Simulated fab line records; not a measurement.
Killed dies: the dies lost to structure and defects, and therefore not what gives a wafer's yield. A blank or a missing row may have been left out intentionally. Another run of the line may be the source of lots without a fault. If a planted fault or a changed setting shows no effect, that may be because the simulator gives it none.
Which tool is to blame? :: flow ritCmos :: 21 wafers from 7 lots sampled at 2 of the route's 202 steps

WHAT THE GAUGES READ, wafer by wafer
RIT_PLDD_TW_MEAS_10.
lot: L333
measured: day 3 01:11
on: filmMetro-03
PLDD_TW: 2372 2393 2372

lot: L335
measured: day 3 11:55
on: filmMetro-02
PLDD_TW: 2388 2394 2387

lot: L338
measured: day 4 02:16
on: filmMetro-04
PLDD_TW: 2395 2404 2400

lot: L341
measured: day 4 16:43
on: filmMetro-03
PLDD_TW: 2369 2369 2372

lot: L344
measured: day 5 10:51
on: filmMetro-04
PLDD_TW: 2412 2405 2411

lot: L352
measured: day 7 03:02
on: filmMetro-02
PLDD_TW: 2653 2658 2669 2660 2664 2658

lot: L354
measured: day 7 09:30
on: filmMetro-02
PLDD_TW: 2391 2382 2394

TOOL THAT RAN EACH LOT (tool first, then ch and the chambers of the sampled wafers, then the start)
lot: L333
RIT_PLDD_IMPLANT_08: implanter-01 ch 0, day 3 00:53

lot: L335
RIT_PLDD_IMPLANT_08: implanter-03 ch 0, day 3 11:36

lot: L338
RIT_PLDD_IMPLANT_08: implanter-03 ch 0, day 4 01:56

lot: L341
RIT_PLDD_IMPLANT_08: implanter-03 ch 0, day 4 16:24

lot: L344
RIT_PLDD_IMPLANT_08: implanter-01 ch 0, day 5 10:31

lot: L352
RIT_PLDD_IMPLANT_08: implanter-03 ch 0, day 7 02:43

lot: L354
RIT_PLDD_IMPLANT_08: implanter-02 ch 0, day 7 09:11
- RIT_PLDD_IMPLANT_08

THE ANSWER, worked out from the rows above alone
Rule: the lots themselves supply what counts as usual. Put in order of their means at a reading, lots are off if they are a third of the lots or fewer, leave a main group of 4 or more, and stand apart from it by a gap of 3 or more times the standard deviation of the main group's means; of several such gaps the widest counts. The tables above print the reading to a certain number of digits; a main group whose means all agree to those digits is not used. A lot without any number at a reading at which 4 lots or more have one is off too. The other lots that the step has rows for count as sound.
Off: at RIT_PLDD_TW_MEAS_10 (PLDD_TW), L352. Main group: mean 2389, sd 13.
If a tool, at a process step before that reading, ran all the lots that are off and no sound lot after the first of them, it fits. The gauges at RIT_PLDD_TW_MEAS_10 are tried like those tools. One fits: RIT_PLDD_IMPLANT_08 on implanter-03. A fault onset in the window from L341 (day 4 16:24, its last sound lot) to L352 (day 7 02:43, its first lot off) fits.

WHAT THE SIMULATOR HAD PUT IN
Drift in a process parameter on implanter-03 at RIT_PLDD_IMPLANT_08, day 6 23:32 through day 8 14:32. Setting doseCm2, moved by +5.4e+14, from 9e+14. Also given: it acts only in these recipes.
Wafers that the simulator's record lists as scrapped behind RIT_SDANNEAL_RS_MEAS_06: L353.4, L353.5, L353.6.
Shown lots that were struck: L352. This agrees with what the rule above found.
